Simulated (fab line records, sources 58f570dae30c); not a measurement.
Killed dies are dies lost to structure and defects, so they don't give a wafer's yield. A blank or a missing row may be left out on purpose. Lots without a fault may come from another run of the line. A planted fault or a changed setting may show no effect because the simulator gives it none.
Which tool did it? | flow berkeley_cmos170 | 15 lots, 45 wafers sampled, at 4 steps of a route of 331

WHAT THE GAUGES READ, wafer by wafer
UCB170_NWELL_OVL_MEAS_12.
lot  | measured    | on         | NWELL_OVL (nm)
L238 | day 2 08:07 | overlay-02 | -10 -10 -5
L237 | day 2 08:23 | overlay-02 | -5 -6 -1
L240 | day 2 21:05 | overlay-02 | 7 -4 9
L242 | day 3 02:30 | overlay-02 | 2 -4 5
L241 | day 3 02:49 | overlay-02 | 7 6 5
L244 | day 4 00:36 | overlay-01 | 11 6 3
L247 | day 4 06:47 | overlay-02 | -6 -1 2
L248 | day 4 10:37 | overlay-01 | -2 -7 -6
L249 | day 4 15:41 | overlay-02 | 1 -3 5
L250 | day 4 19:21 | overlay-02 | -5 3 0
L251 | day 5 03:30 | overlay-02 | 0 -2 -9
L252 | day 5 08:16 | overlay-01 | -4 -10 1
L258 | day 6 18:05 | overlay-02 | -1 -8 1
L259 | day 7 02:15 | overlay-02 | -5 -6 -8
L260 | day 7 07:46 | overlay-01 | -1 -4 1

UCB170_PFIELD_TW_MEAS_09.
lot  | measured    | on            | PFIELD_TW
L238 | day 4 10:49 | film_metro-04 | 602.7 599.4 603.6
L237 | day 4 08:18 | film_metro-01 | 605.0 605.9 606.4
L240 | day 4 14:31 | film_metro-04 | 599.0 600.5 599.6
L242 | day 4 16:45 | film_metro-01 | 607.8 603.8 604.0
L241 | day 4 17:01 | film_metro-03 | 605.5 605.0 602.9
L244 | day 5 21:36 | film_metro-03 | 600.4 602.0 602.9
L247 | day 6 04:59 | film_metro-03 | 606.9 608.3 607.7
L248 | day 6 06:20 | film_metro-01 | 603.3 608.1 607.2
L249 | day 6 06:01 | film_metro-03 | 604.4 606.6 605.5
L250 | day 6 17:53 | film_metro-01 | 605.0 603.3 603.0
L251 | day 7 06:08 | film_metro-03 | 604.0 603.7 607.5
L252 | day 7 05:46 | film_metro-04 | 607.6 604.5 607.1
L258 | day 8 19:56 | film_metro-01 | 602.1 605.2 605.4
L259 | day 9 03:41 | film_metro-04 | 605.9 604.3 604.2
L260 | day 9 06:10 | film_metro-01 | 601.0 601.8 605.1

UCB170_NSD_OVL_MEAS_07.
lot  | measured     | on         | NSD_OVL (nm)
L238 | day 6 17:17  | overlay-02 | 5 5 6
L237 | day 6 09:48  | overlay-01 | 9 6 6
L240 | day 7 00:44  | overlay-02 | 7 5 12
L242 | day 7 01:01  | overlay-01 | 2 3 12
L241 | day 7 00:37  | overlay-01 | 9 16 12
L244 | day 8 03:26  | overlay-01 | 13 13 5
L247 | day 8 17:29  | overlay-01 | 0 11 1
L248 | day 8 17:37  | overlay-02 | 5 11 17
L249 | day 8 17:53  | overlay-01 | 1 3 5
L250 | day 9 03:48  | overlay-02 | 3 3 0
L251 | day 9 11:50  | overlay-02 | -11 -4 -2
L252 | day 9 12:00  | overlay-02 | 11 1 3
L258 | day 11 13:02 | overlay-02 | 9 8 5
L259 | day 11 18:10 | overlay-01 | 3 5 3
L260 | day 11 18:28 | overlay-02 | 6 1 3

WHICH TOOL RAN EACH LOT (tool, then ch and the chambers of the sampled wafers, then the start)
lot  | UCB170_NVT_PEB_04
L238 | litho_track-04 ch 0, day 5 13:24
L237 | litho_track-04 ch 0, day 5 09:55
L240 | litho_track-04 ch 0, day 5 19:52
L242 | litho_track-03 ch 0, day 5 20:23
L241 | litho_track-01 ch 0, day 5 19:59
L244 | litho_track-03 ch 0, day 6 23:50
L247 | litho_track-01 ch 0, day 7 08:23
L248 | litho_track-03 ch 0, day 7 08:31
L249 | litho_track-03 ch 0, day 7 08:18
L250 | litho_track-01 ch 0, day 7 22:15
L251 | litho_track-01 ch 0, day 8 06:46
L252 | litho_track-03 ch 0, day 8 06:32
L258 | litho_track-04 ch 0, day 10 07:02
L259 | litho_track-04 ch 0, day 10 12:52
L260 | litho_track-03 ch 0, day 10 12:40
- UCB170_NVT_PEB_04

WHAT THE TOOLS THEMSELVES READ (means of the sampled wafers that have a number; where no wafer has one, the mark that the record gives instead)
UCB170_NVT_PEB_04.
lot  | tool           | heater_power_total_W (W) | plate_temp_C (C)
L238 | litho_track-04 | 56.79                    | 130.01
L237 | litho_track-04 | 56.79                    | 129.93
L240 | litho_track-04 | 56.82                    | 130.01
L242 | litho_track-03 | 56.81                    | 129.95
L241 | litho_track-01 | 56.81                    | 129.91
L244 | litho_track-03 | 56.84                    | 129.90
L247 | litho_track-01 | 56.82                    | 130.06
L248 | litho_track-03 | 53.77                    | 124.57
L249 | litho_track-03 | 53.78                    | 124.58
L250 | litho_track-01 | 56.79                    | 129.97
L251 | litho_track-01 | 56.80                    | 130.12
L252 | litho_track-03 | 53.78                    | 124.71
L258 | litho_track-04 | 56.80                    | 130.05
L259 | litho_track-04 | 56.82                    | 130.19
L260 | litho_track-03 | 56.80                    | 130.00

THE ANSWER, worked out from the rows above alone
Rule: what is usual is taken from the lots themselves. Put in order of their means at a reading, lots are off if they are a third of the lots or fewer, leave a main group of 4 or more, and stand apart from it by a gap of 3 or more times the standard deviation of the main group's means; of several such gaps the widest counts. A main group whose means are all the same, to the digits that the tables above print for the reading, isn't used. A lot without any number at a reading at which 4 lots or more have one is off too. The other lots that the step has rows for count as sound. The gauges are gone through in route order, then the tools' own readings, and for those a lot's mean is taken as printed above. The first step at which some lot is off is used, and at that step the reading that is off furthest; a lot without a number counts as furthest.
Off: L248, L249, L252, at UCB170_NVT_PEB_04 (heater_power_total_W). The main group: mean 56.81 W, standard deviation 0.015.
A tool fits if, at that step or a process step before it, it ran every lot that is off, and no sound lot after the first of them. None of those tried fits.

WHAT THE SIMULATOR HAD PUT IN
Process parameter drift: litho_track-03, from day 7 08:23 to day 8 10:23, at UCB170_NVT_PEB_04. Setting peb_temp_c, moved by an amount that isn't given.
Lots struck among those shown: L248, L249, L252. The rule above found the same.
